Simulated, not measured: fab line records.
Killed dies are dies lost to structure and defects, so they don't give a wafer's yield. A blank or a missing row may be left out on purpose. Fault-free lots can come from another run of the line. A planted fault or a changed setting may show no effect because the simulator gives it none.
Problem report, 8D (eight disciplines) form, completed by code :: flow ritCmos :: the parts of the form that need people (team, actions taken, sign-off) are left out

== 1. WHAT WENT WRONG ==
Wafers without a fault read 0.0 with a standard deviation of 0.12, while killed_at_M0_to_M3 at RIT_M1_PROBE_99 averages 6.0 across 2 wafers of 1 lot. That puts it +50 standard deviations away from the usual mean.
First observed at day 8 05:36: wafer L349.2, on prober-01. The record holds 15 wafers of 5 lots with a number at this step. Rule for "out" (also "out of limits"): further than 4 standard deviations from the usual mean. Any other wafer with a number is counted as sound.

== 2. WHAT IT IS; WHAT IT IS NOT ==
question: which readings at this step
is: killed_at_M0_to_M3
is not: killedAtContacts, killedAtFrontEnd, killedOpen, killedShort, sort_bin_5_function

question: which lots
is: L349
is not: L326, L328, L329, L345

question: which wafers of those lots
is: L349.2, L349.4
is not: L349.1

question: read on which tools
is: prober-01
is not: prober-02

question: when
is: from day 8 05:36
is not: up to then (13 sound wafers)

== 3. SUSPECTS, AND WHAT RULES EACH OUT ==
Counting: a tool at a process step up to the reading stays a suspect if it ran every lot that is out. Sound lots after the first of them don't rule it out here, since some wafers of a struck lot are sound.
- pvdSputter-02 at RIT_M1_SPUTTER_00 (material Al, target thk 400 nm, time 500 s): kept. It processed L349, the lot that is out, at day 8 00:57, and its most recent sound lot before then was L328 at day 3 20:17.
- rieMetal-04 at RIT_M1_METAL_ETCH_12 (etches Al in Cl2/BCl3, stops on SiO2, time 165 s, target depth 600 nm): kept. It processed L349, the lot that is out, at day 8 02:54, and its most recent sound lot before then was L329 at day 3 22:46.
- plasmaAsher-03 at RIT_M1_STRIP_14 (strips in O2, time 180 s): kept. It processed L349, the lot that is out, at day 8 03:14, and its most recent sound lot before then was L329 at day 3 23:06.
- prober-01 at RIT_M1_PROBE_99: kept. It processed L349, the lot that is out, at day 8 05:33, and its most recent sound lot before then was L329 at day 4 01:04. Its own killed_at_M0_to_M3 readings are out on those wafers.
- The sound lot-mates ran in chamber 1 of rieMetal-04 at RIT_M1_METAL_ETCH_12, but the wafers that are out ran in chamber 0.
- The sound lot-mates ran in chamber 0 of plasmaAsher-03 at RIT_M1_STRIP_14, but the wafers that are out ran in chamber 1.
Left after counting: pvdSputter-02 at RIT_M1_SPUTTER_00, rieMetal-04 at RIT_M1_METAL_ETCH_12, plasmaAsher-03 at RIT_M1_STRIP_14, prober-01 at RIT_M1_PROBE_99.

== 4. THE CAUSE (what the simulator had put in) ==
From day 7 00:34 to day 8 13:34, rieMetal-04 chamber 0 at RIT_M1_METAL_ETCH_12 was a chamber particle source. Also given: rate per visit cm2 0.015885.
This tool is one of the 4 suspects left after counting.

== 5. THE CHAIN OF EFFECTS, in route order ==
Each row: a reading whose mean over the struck wafers that have a number lies more than 3 standard deviations from the usual. Only readings whose record carries a usual standard deviation are examined. hours: median over the lots of the time between each lot's start at the first step of this table that gives one and its start at this step. sigmas: the change, counted in usual standard deviations.
hours: 0
step: RIT_M1_PROBE_99
reading: killed_at_M0_to_M3
usual: 0.0
on struck wafers: 6.0
change: +6.0
sigmas: +50
It contains these process steps:
- RIT_M1_PROBE_99

== 6. WHAT WOULD HAVE CAUGHT IT SOONER ==
In this record the first reading out of limits was taken at day 8 05:36, 29 hours after the fault began at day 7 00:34.
Tool readings at RIT_M1_METAL_ETCH_12 with a usual standard deviation given in the record: none out on any struck wafer, hence no alarm at a limit of 4 standard deviations on them.
By day 8 05:36 the whole set of lots that are out, 1 in number, had already begun RIT_M1_METAL_ETCH_12 on rieMetal-04. A hold on the tool at that time would have spared none of them.
